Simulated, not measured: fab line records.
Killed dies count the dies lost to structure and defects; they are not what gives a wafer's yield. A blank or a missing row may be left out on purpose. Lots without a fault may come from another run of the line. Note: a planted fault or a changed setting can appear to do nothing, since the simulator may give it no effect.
The tool behind it: which one? | flow berkeley-cmos170 | Sampling: 14 lots, 42 wafers, 4 of 331 route steps

== WHAT EACH GAUGE READ, for each wafer ==
UCB170_V2_THK_MEAS_04. Usual: for V2_POLISHED_THK the level is 1000.5 nm and the standard deviation is 1.4.
lot  | measured     | on            | V2_POLISHED_THK (nm) | flag
L940 | day 7 20:55  | film-metro-03 | 1001.1 1000.1 1001.8 |
L939 | day 7 21:17  | film-metro-03 | 998.9 1000.3 1000.3  |
L942 | day 7 21:36  | film-metro-01 | 1000.5 1001.9 1001.1 |
L943 | day 8 14:03  | film-metro-04 | 1002.2 1002.1 1002.4 |
L945 | day 8 20:26  | film-metro-01 | 1001.6 1000.9 1003.0 |
L944 | day 8 20:59  | film-metro-01 | 1000.2 1000.5 998.0  |
L948 | day 9 14:24  | film-metro-03 | 998.5 998.4 998.5    |
L950 | day 10 09:59 | film-metro-01 | 1000.7 999.2 1001.5  |
L953 | day 10 15:16 | film-metro-04 | 999.3 1000.2 998.5   |
L954 | day 10 15:23 | film-metro-01 | 1000.0 1001.6 999.7  |
L956 | day 11 05:50 | film-metro-01 | 1002.6 999.2 1001.8  |
L959 | day 11 19:26 | film-metro-04 | 1002.1 1001.2 999.9  |
L960 | day 11 19:49 | film-metro-03 | 998.4 999.7 1000.6   |
L961 | day 12 04:41 | film-metro-01 | 1001.9 1001.3 1003.0 |

UCB170_M3_CD_MEAS_90: target cd 700 nm. Usual: 703 nm for cd-nm, sd 4.5.
lot  | measured     | on        | cd-nm (nm)  | flag
L940 | day 8 03:17  | cd-sem-02 | 702 707 698 |
L939 | day 8 03:27  | cd-sem-01 | 699 705 706 |
L942 | day 8 03:37  | cd-sem-02 | 694 704 697 |
L943 | day 8 18:14  | cd-sem-02 | 699 701 706 |
L945 | day 9 00:46  | cd-sem-01 | 706 698 698 |
L944 | day 9 01:20  | cd-sem-02 | 705 706 699 |
L948 | day 9 19:26  | cd-sem-02 | 705 705 710 |
L950 | day 10 14:43 | cd-sem-01 | 705 702 703 |
L953 | day 10 19:37 | cd-sem-02 | 697 710 697 |
L954 | day 10 22:30 | cd-sem-01 | 696 706 698 |
L956 | day 11 09:58 | cd-sem-02 | 695 706 694 |
L959 | day 12 00:20 | cd-sem-01 | 704 704 703 |
L960 | day 12 01:10 | cd-sem-01 | 705 707 701 |
L961 | day 12 09:45 | cd-sem-01 | 707 701 707 |

== EACH LOT AND THE TOOL THAT RAN IT (in order: tool; ch and the chambers of the sampled wafers; start) ==
lot  | UCB170_M3_STRIP_07                   | UCB170_M3_STRIP_19
L940 | plasma-asher-01 ch 0,1, day 8 00:47  | plasma-asher-04 ch 0,1, day 8 03:11
L939 | plasma-asher-02 ch 0,1, day 8 00:55  | plasma-asher-02 ch 1, day 8 03:21
L942 | plasma-asher-04 ch 0,1, day 8 01:15  | plasma-asher-04 ch 0,1, day 8 03:30
L943 | plasma-asher-04 ch 0,1, day 8 16:28  | plasma-asher-02 ch 0,1, day 8 18:07
L945 | plasma-asher-01 ch 0,1, day 8 23:00  | plasma-asher-04 ch 0,1, day 9 00:40
L944 | plasma-asher-02 ch 0,1, day 8 23:24  | plasma-asher-01 ch 0,1, day 9 01:14
L948 | plasma-asher-02 ch 0,1, day 9 16:51  | plasma-asher-01 ch 0,1, day 9 19:20
L950 | plasma-asher-04 ch 0,1, day 10 13:02 | plasma-asher-02 ch 0,1, day 10 14:37
L953 | plasma-asher-01 ch 0,1, day 10 17:48 | plasma-asher-01 ch 0,1, day 10 19:31
L954 | plasma-asher-02 ch 0,1, day 10 18:15 | plasma-asher-02 ch 0,1, day 10 22:24
L956 | plasma-asher-01 ch 0,1, day 11 08:22 | plasma-asher-04 ch 0,1, day 11 09:52
L959 | plasma-asher-01 ch 0,1, day 11 22:06 | plasma-asher-02 ch 0,1, day 12 00:09
L960 | plasma-asher-04 ch 0,1, day 11 22:27 | plasma-asher-02 ch 0,1, day 12 01:02
L961 | plasma-asher-02 ch 0,1, day 12 07:31 | plasma-asher-04 ch 0,1, day 12 09:38
- UCB170_M3_STRIP_07: strips in O2.
- UCB170_M3_STRIP_19: strips in O2.

== WHAT THE TOOLS THEMSELVES READ (means of the sampled wafers that have a number; where no wafer has one, the mark that the record gives instead) ==
UCB170_M3_STRIP_07. Usual: drypump-motor-current-A 5.6 A, standard deviation 0.45; oes-product-au 0.734 a.u., standard deviation 0.0043; strip-time-to-endpoint-s 21.98 s, standard deviation 0.06.
lot  | tool            | drypump-motor-current-A (A) | oes-product-au (a.u.) | strip-time-to-endpoint-s (s) | flag
L940 | plasma-asher-01 | 5.8                         | 0.738                 | 21.97                        |
L939 | plasma-asher-02 | 5.6                         | 0.735                 | 21.90                        |
L942 | plasma-asher-04 | 5.2                         | 0.733                 | 22.04                        |
L943 | plasma-asher-04 | 5.5                         | 0.735                 | 21.98                        |
L945 | plasma-asher-01 | 5.8                         | 0.729                 | 22.02                        |
L944 | plasma-asher-02 | 5.6                         | 0.737                 | 21.96                        |
L948 | plasma-asher-02 | 5.6                         | 0.736                 | 21.90                        |
L950 | plasma-asher-04 | 5.2                         | 0.737                 | 21.96                        |
L953 | plasma-asher-01 | 5.8                         | 0.737                 | 21.92                        |
L954 | plasma-asher-02 | 5.6                         | 0.734                 | 21.98                        |
L956 | plasma-asher-01 | 6.0                         | 0.736                 | 21.98                        |
L959 | plasma-asher-01 | 6.0                         | 0.737                 | 21.97                        |
L960 | plasma-asher-04 | 5.2                         | 0.734                 | 22.05                        |
L961 | plasma-asher-02 | 5.6                         | 0.733                 | 21.98                        |

UCB170_M3_STRIP_19. Usual: drypump-motor-current-A 5.6 A, standard deviation 0.44; oes-product-au 0.573 a.u., standard deviation 0.021.
lot  | tool            | drypump-motor-current-A (A) | oes-product-au (a.u.) | flag
L940 | plasma-asher-04 | 5.2                         | 0.563                 |
L939 | plasma-asher-02 | 5.6                         | 0.584                 |
L942 | plasma-asher-04 | 5.5                         | 0.578                 |
L943 | plasma-asher-02 | 5.7                         | 0.592                 |
L945 | plasma-asher-04 | 5.2                         | 0.571                 |
L944 | plasma-asher-01 | 6.0                         | 0.573                 |
L948 | plasma-asher-01 | 5.8                         | 0.585                 |
L950 | plasma-asher-02 | 5.7                         | 0.569                 |
L953 | plasma-asher-01 | 5.8                         | 0.586                 |
L954 | plasma-asher-02 | 5.7                         | 0.591                 |
L956 | plasma-asher-04 | 5.2                         | 0.591                 |
L959 | plasma-asher-02 | 5.6                         | 0.596                 |
L960 | plasma-asher-02 | 5.7                         | 0.561                 |
L961 | plasma-asher-04 | 5.2                         | 0.552                 |

== THE ANSWER, worked out from the rows above alone ==
Rule: lot off if the mean of its wafers having a number is beyond 3 standard deviations from the usual mean. A lot without any number at a reading at which 4 lots or more have one is off too. The other lots that the step has rows for count as sound. First the gauges in route order, then the tools' own readings, where a lot's mean is used as printed above. The first step at which some lot is off is used, and at that step the reading that is off furthest; a lot without a number counts as furthest.
No lot is off on any of the readings shown, so nothing can be concluded from this.

== WHAT WAS PUT IN BY THE SIMULATOR ==
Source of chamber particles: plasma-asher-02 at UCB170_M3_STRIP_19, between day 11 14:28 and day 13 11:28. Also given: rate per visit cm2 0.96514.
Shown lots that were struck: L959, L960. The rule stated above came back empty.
